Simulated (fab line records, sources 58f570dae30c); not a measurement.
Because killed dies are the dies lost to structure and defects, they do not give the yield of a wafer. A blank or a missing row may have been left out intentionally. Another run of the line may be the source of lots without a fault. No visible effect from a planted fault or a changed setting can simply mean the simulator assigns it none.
Struck lot and sound lot, side by side || flow berkeley-cmos170 || 24 out of 331 route steps
Sound: these wafers, L297.1, L297.3, L297.4. Struck: wafers L309.1, L309.2, L309.5. Last of all comes the cause.
At each step with rows: each side's tool, then ch and its chambers, then its first start. Under that, the readings that differ: sound wafers || struck wafers || difference of the means || sigmas: that difference in standard deviations of wafers without a fault.
alike: same words and numbers on both sides, and readings whose means sit less than 2 such deviations apart. not compared: any withheld reading, any reading some wafer has no value for, any bound like >300 that may hide the same value, and any number with overlapping values for which the record gives no deviation.
Wherever a step has rows on one side only, a row that says differs or no value, or a row with sigmas, the two part there. Numbers that have no deviation but don't overlap get no sigmas and don't part them. A reading missing from all wafers of one side parts the sides only when that side holds two or more wafers.

UCB170_NWELL_ETCH_13: etches Si3N4 in CH3F/Ar/O2, stops on SiO2, target depth 246.4 nm, time 154 s.
  sound on rie-diel-02 ch 0,1,3, day 3 22:31; struck on rie-diel-04 ch 0,2,3, day 6 07:06
  alike: CH3F_flow_sccm, drypump-motor-current-A, oes-product-au, throttle-valve-pct
  not compared: rf-hours-counter-h
then, 1 step without rows for these wafers: UCB170_NWELL_IMPLANT_14.
UCB170_NWELL_STRIP_15: strips in O2.
  sound on plasma-asher-03 ch 0,1, day 3 22:46; struck on plasma-asher-01 ch 0,1, day 6 07:22
  alike: drypump-motor-current-A, oes-product-au, strip-time-to-endpoint-s
  not compared: rf-hours-counter-h
UCB170_NWELL_TW_MEAS_16:
  sound on film-metro-04, day 3 22:52; struck on film-metro-01, day 6 07:28
  alike: NWELL_TW
then, 6 steps without rows for these wafers: UCB170_NWELL_CLEAN_17 (cleans in SPM, time 600 s); UCB170_NWELL_WET_ETCH_18 (etches Si3N4 in H3PO4, time 14400 s); UCB170_NWELL_WET_ETCH_19 (etches SiO2 in BOE, time 22 s); UCB170_PWELL_CLEAN_00 (cleans in SPM, time 600 s); UCB170_PWELL_CLEAN_01 (cleans in dHF, time 60 s); UCB170_PWELL_OXIDATION_02 (target thk 26.4 nm, ox time 1260 s).
UCB170_PWELL_THK_MEAS_03:
  sound on film-metro-04, day 4 07:49; struck on film-metro-03, day 6 17:44
  alike: PWELL_OXIDE_THK
then, 1 step without rows for these wafers: UCB170_PWELL_ANNEAL_04 (time 939.7 s).
UCB170_PWELL_CVD_05: deposits Si3N4 from SiH2Cl2/NH3, target thk 220 nm, time 3300 s.
  sound on lpcvd-01 ch 0, day 4 14:11; struck on lpcvd-01 ch 1, day 6 22:28
{"reading": "model.Si3N4_of_PWELL_CVD_05.thk-nm (nm)", "sound": "220.9 220.9 219.5", "struck": "93.33 95.21 93.45", "difference": -126.44, "sigmas": ""}
UCB170_PWELL_THK_MEAS_06:
  sound on film-metro-04, day 4 16:07; struck on film-metro-03, day 7 00:23
{"reading": "PWELL_NITRIDE_THK (nm)", "sound": "221.0 221.0 219.5", "struck": "93.3 95.2 93.4", "difference": -126.5, "sigmas": -79}
then, 6 steps without rows for these wafers: UCB170_PWELL_HMDS_07 (prime time 60 s); UCB170_PWELL_COAT_08 (resist thk 900 nm); UCB170_PWELL_SOFTBAKE_09 (time 60 s); UCB170_PWELL_EXPOSE_10 (exposes mask PWELL, target cd 3000 nm); UCB170_PWELL_PEB_11; UCB170_PWELL_DEVELOP_12 (develop time 45 s).
UCB170_PWELL_OVL_MEAS_13:
  sound on overlay-02, day 4 17:10; struck on overlay-01, day 7 01:31
  alike: PWELL_OVL
UCB170_PWELL_ETCH_14: etches Si3N4 in CH3F/Ar/O2, stops on SiO2, target depth 242 nm, time 151 s.
  sound on rie-diel-02 ch 1,2,3, day 4 17:13; struck on rie-diel-01 ch 1,2,3, day 7 01:33
{"reading": "oes-product-au (a.u.)", "sound": "0.928 0.936 0.964", "struck": "0.631 0.622 0.613", "difference": -0.321, "sigmas": -21}
{"reading": "model.etch.depth-nm (nm)", "sound": "220.9 220.9 219.5", "struck": "93.33 95.21 93.45", "difference": -126.44, "sigmas": ""}
  alike: CH3F_flow_sccm, drypump-motor-current-A, throttle-valve-pct
  not compared: rf-hours-counter-h
then, 1 step without rows for these wafers: UCB170_PWELL_IMPLANT_15.
UCB170_M3_PROBE_99:
  the record holds rows for the sound wafers here (prober-01, day 9 17:38) but none for the struck ones

## WHERE THEY PART
Earliest at UCB170_PWELL_THK_MEAS_06; latest, in this record, at UCB170_M3_PROBE_99.

WHY: what the simulator had put in
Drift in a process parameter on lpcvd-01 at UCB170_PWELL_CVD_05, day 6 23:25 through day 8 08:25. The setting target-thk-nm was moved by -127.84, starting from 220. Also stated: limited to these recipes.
